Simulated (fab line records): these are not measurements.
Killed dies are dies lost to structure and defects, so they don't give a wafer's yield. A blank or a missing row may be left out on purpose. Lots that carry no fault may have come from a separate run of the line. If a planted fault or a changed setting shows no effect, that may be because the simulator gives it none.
A lot that was struck, set against a sound lot || flow rit cmos || 15 out of 202 route steps
Sound: these wafers, L689.1, L689.5, L689.6. Wafers struck: L696.1, L696.2, L696.3. Last of all comes the cause.
For every step that has rows: the tool of each side, followed by ch and its chambers, followed by its first start. Under that, the readings that differ: sound wafers || struck wafers || difference of the means || sigmas: that difference in standard deviations of wafers without a fault.
alike: readings with means less than 2 such deviations apart, plus words and numbers identical on both sides. not compared: withheld readings, readings lacking a value on some wafer, bounds such as >300 that could conceal the same value, and numbers that have no deviation in the record and whose values overlap.
Wherever a step has rows on one side only, a row that says differs or no value, or a row with sigmas, the two part there. Non-overlapping numbers with no deviation appear without sigmas and do not part them. Lack of a reading on every wafer of one side parts them only where that side has two or more wafers.

first, 4 steps without rows for these wafers: RIT_PLDD_SOFTBAKE_02 (time 60 s); RIT_PLDD_EXPOSE_03 (exposes mask M8, target cd 40900 nm); RIT_PLDD_PEB_04; RIT_PLDD_DEVELOP_05 (develop time 50 s).
RIT_PLDD_OVL_MEAS_06:
  sound on overlay-01, day 3 19:27; struck on overlay-02, day 5 08:17
  alike: PLDD_OVL
then, 2 steps without rows for these wafers: RIT_PLDD_HARDBAKE_07 (time 60 s); RIT_PLDD_IMPLANT_08.
RIT_PLDD_STRIP_09: strips in O2, time 180 s.
  sound on plasma asher-02 ch 0,1, day 3 19:47; struck on plasma asher-04 ch 0,1, day 5 08:38
{"reading": "rf refl power W (W)", "sound": "8.6 9.0 7.7", "struck": "6.4 6.1 6.1", "difference": -2.2, "sigmas": -2}
  alike: drypump motor current A
  not compared: rf hours counter h
RIT_PLDD_TW_MEAS_10:
  sound on film metro-01, day 3 19:58; struck on film metro-04, day 5 08:48
  alike: PLDD_TW
then, 3 steps without rows for these wafers: RIT_SPACER_CLEAN_00 (cleans in SC1, time 600 s); RIT_SPACER_CLEAN_01 (cleans in dHF, time 30 s); RIT_SPACER_CLEAN_02 (cleans in SC2, time 600 s).
RIT_SPACER_CVD_03: deposits Si3N4 from SiH2Cl2/NH3, target thk 250 nm, time 3300 s.
  sound on lpcvd-01 ch 1, day 3 20:23; struck on lpcvd-01 ch 1, day 5 09:14
{"reading": "nh3 flow sccm (sccm)", "sound": "149.4 150.7 150.0", "struck": "225.1 225.3 224.9", "difference": "+75.1", "sigmas": "+99 or more"}
{"reading": "model.Si3N4_of_SPACER_CVD_03.thk nm (nm)", "sound": "252.7 255.4 251.9", "struck": "341.1 344.3 342.7", "difference": "+89.4", "sigmas": ""}
  alike: zone power load pct
RIT_SPACER_THK_MEAS_04:
  sound on film metro-04, day 3 22:18; struck on film metro-02, day 5 11:09
{"reading": "SPACER_NITRIDE_THK (nm)", "sound": "252.9 255.4 251.8", "struck": "341.2 344.3 342.6", "difference": "+89.3", "sigmas": "+39"}
RIT_SPACER_ETCHBACK_05: etches Si3N4 in SF6/CHF3, stops on SiO2, target depth 250 nm, time 240 s.
  sound on rie diel-02 ch 0,1,3, day 3 22:22; struck on rie diel-01 ch 1,2,3, day 5 11:13
{"reading": "oes product au (a.u.)", "sound": "0.858 0.864 0.836", "struck": "0.938 0.992 0.991", "difference": "+0.121", "sigmas": "+10"}
{"reading": "model.Si3N4_of_SPACER_CVD_03.thk nm (nm)", "sound": "197.9 201.7 199.5", "struck": "270.2 270.7 269.5", "difference": "+70.4", "sigmas": ""}
{"reading": "model.etch.depth nm (nm)", "sound": "252.7 255.4 251.9", "struck": "300.6 309 308.7", "difference": "+52.8", "sigmas": ""}
  alike: CHF3_flow_sccm, drypump motor current A, throttle valve pct
  not compared: rf hours counter h

== WHERE THEY PART ==
Earliest at RIT_PLDD_STRIP_09; latest, in this record, at RIT_SPACER_ETCHBACK_05.

WHY: what had been put in by the simulator
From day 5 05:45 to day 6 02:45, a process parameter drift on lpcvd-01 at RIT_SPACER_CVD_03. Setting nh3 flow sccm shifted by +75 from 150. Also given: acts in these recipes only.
